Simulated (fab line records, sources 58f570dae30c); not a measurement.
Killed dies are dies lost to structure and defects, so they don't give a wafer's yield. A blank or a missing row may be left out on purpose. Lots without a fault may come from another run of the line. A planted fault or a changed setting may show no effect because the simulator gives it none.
Chamber matching | flow berkeley_cmos170 | UCB170_V2_CMP_02 on cmp-02: 4 sister chambers
The step polishes SiO2. 4 wafers are shown with their chamber, then 8 later ones without.

WAFERS WITH THEIR CHAMBER
wafer  | chamber | motor_current_A (A)
L985.1 | 3       | 15.9
L985.4 | 1       | 16.8
L985.6 | 0       | 12.8
L994.2 | 2       | 16.1

WAFERS WITHOUT THEIR CHAMBER
wafer  | motor_current_A (A)
L994.3 | 16.1
L994.5 | 15.8
L993.2 | 16.2
L993.4 | 16.5
L993.6 | 16.6
L998.3 | 16.2
L998.5 | 16.0
L998.6 | 15.8

WHICH CHAMBER EACH WENT THROUGH
wafer  | from the rows above          | in truth
L994.3 | can't be placed: 2 or 3      | 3
L994.5 | can't be placed: 3 or 2      | 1
L993.2 | can't be placed: 2 or 3      | 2
L993.4 | can't be placed: 1 or 2 or 3 | 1
L993.6 | 1                            | 1
L998.3 | can't be placed: 2 or 3      | 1
L998.5 | can't be placed: 3 or 2      | 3
L998.6 | can't be placed: 3 or 2      | 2
Placed correctly: 1 of 8. Can't be placed from these rows: 7 (the true chamber is among the candidates in 5). Placed wrongly: 0.
How it was worked out, from the rows above alone: a wafer's distance from a chamber is the root of the sum, over the readings, of the square of ((its reading less the chamber's mean) divided by the reading's scatter). The wafer belongs to the nearest chamber; if the next one is less than 2 further off, it can't be placed. A chamber's mean is the mean of its shown wafers. The scatter: with one shown wafer a chamber, the root of the mean of the squares of how far each hidden wafer lies from its nearest shown one.
